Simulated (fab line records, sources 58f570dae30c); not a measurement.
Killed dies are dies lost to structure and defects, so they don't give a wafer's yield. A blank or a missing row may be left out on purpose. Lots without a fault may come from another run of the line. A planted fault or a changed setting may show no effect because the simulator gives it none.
Split-lot experiment | flow berkeley_cmos170 | 5 lots, 23 wafers read, on a route of 331 steps

THE SPLIT
At UCB170_PFIELD_IMPLANT_07, the setting energy_kev was moved away from the recipe's 80 on 6 of the 23 wafers read, by -3.2% to +1.8%. The other wafers ran this setting at the recipe's value.

The reading is taken at the split's own step.

THE READING
implant.drp_nm (the simulator's own value, which no gauge read), in nm, at UCB170_PFIELD_IMPLANT_07. The file gives no usual value for it.

wafer  | tool, chamber at the split | energy_kev as run | against the recipe | implant.drp_nm, nm | against lot-mates on the recipe
L074.1 | implanter-03, 0            | 80                | recipe             | 74.86              | -
L074.2 | implanter-03, 0            | 80                | recipe             | 74.86              | -
L074.3 | implanter-03, 0            | 80                | recipe             | 74.86              | -
L074.4 | implanter-03, 0            | 78.28             | -2.1%              | 74.08              | -0.78
L074.5 | implanter-03, 0            | 78.28             | -2.1%              | 74.08              | -0.78
L077.2 | implanter-02, 0            | 80                | recipe             | 74.86              | -
L077.3 | implanter-02, 0            | 80                | recipe             | 74.86              | -
L077.6 | implanter-02, 0            | 80                | recipe             | 74.86              | -
L077.4 | implanter-02, 0            | 81.4              | +1.8%              | 75.47              | +0.61
L077.5 | implanter-02, 0            | 81.4              | +1.8%              | 75.47              | +0.61
L082.1 | implanter-01, 0            | 80                | recipe             | 74.86              | -
L082.2 | implanter-01, 0            | 80                | recipe             | 74.86              | -
L082.3 | implanter-01, 0            | 80                | recipe             | 74.86              | -
L082.4 | implanter-01, 0            | 80                | recipe             | 74.86              | -
L082.6 | implanter-01, 0            | 80                | recipe             | 74.86              | -
L083.1 | implanter-02, 0            | 80                | recipe             | 74.86              | -
L083.2 | implanter-02, 0            | 80                | recipe             | 74.86              | -
L083.5 | implanter-02, 0            | 80                | recipe             | 74.86              | -
L083.3 | implanter-02, 0            | 77.4              | -3.2%              | 73.67              | -1.19
L083.4 | implanter-02, 0            | 77.4              | -3.2%              | 73.67              | -1.19
L084.1 | implanter-01, 0            | 80                | recipe             | 74.86              | -
L084.3 | implanter-01, 0            | 80                | recipe             | 74.86              | -
L084.5 | implanter-01, 0            | 80                | recipe             | 74.86              | -

THE FIT
A straight line over all 23 wafers: implant.drp_nm changes by +0.362 nm for each +1% of energy_kev; r = +1.00; the points scatter about the line by 0.0076 nm.
The same after taking each lot's own level away (the mean of its wafers on the recipe; 23 wafers): +0.362 nm for each +1%; r = +1.00; scatter 0.0076 nm.
On that fit, the largest move of energy_kev shifts the reading by 1.2 nm.
The lots' own levels span 74.860 to 74.860 nm.
So the lot-to-lot level changes the slope little: the two slopes agree.
Check: with one of the wafers moved furthest among these (-3.2%) left out of the fit, the line predicts -1.17 nm for it against its lot-mates. It came out at -1.19 nm against them.

OTHER SPLITS ON THESE WAFERS
These wafers also went through other splits before the reading. Each is held against what the fit with the lots' levels taken away leaves over:
other split on the same wafers     | wafers away from the commonest value | r with implant.drp_nm (lot level and that fit taken away)
UCB170_NWELL_OXIDATION_01 temp_c   | 18                                   | +0.01
UCB170_NWELL_IMPLANT_14 energy_kev | 10                                   | +0.24
UCB170_PWELL_OXIDATION_02 temp_c   | 18                                   | +0.02
UCB170_PWELL_IMPLANT_15 energy_kev | 12                                   | +0.31
UCB170_ACTIVE_EXPOSE_10 dose_mj    | 9                                    | +0.20
UCB170_ACTIVE_ETCH_15 rf_w         | 7                                    | -0.05

THE WHOLE CHAIN: every reading that the file lists as answering this split, in the file's order
step                     | what it does | reading                                                         | change (the file's fit)               | r (the file's)
UCB170_PFIELD_IMPLANT_07 |              | implant.rp_nm (the simulator's own value, which no gauge read)  | +2.1 nm for each +1% of the setting   | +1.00
UCB170_PFIELD_IMPLANT_07 |              | implant.drp_nm (the simulator's own value, which no gauge read) | +0.363 nm for each +1% of the setting | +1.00

THE FILE'S OWN FIT
implant.drp_nm changes by +0.363 nm for each +1% of energy_kev, r = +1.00.
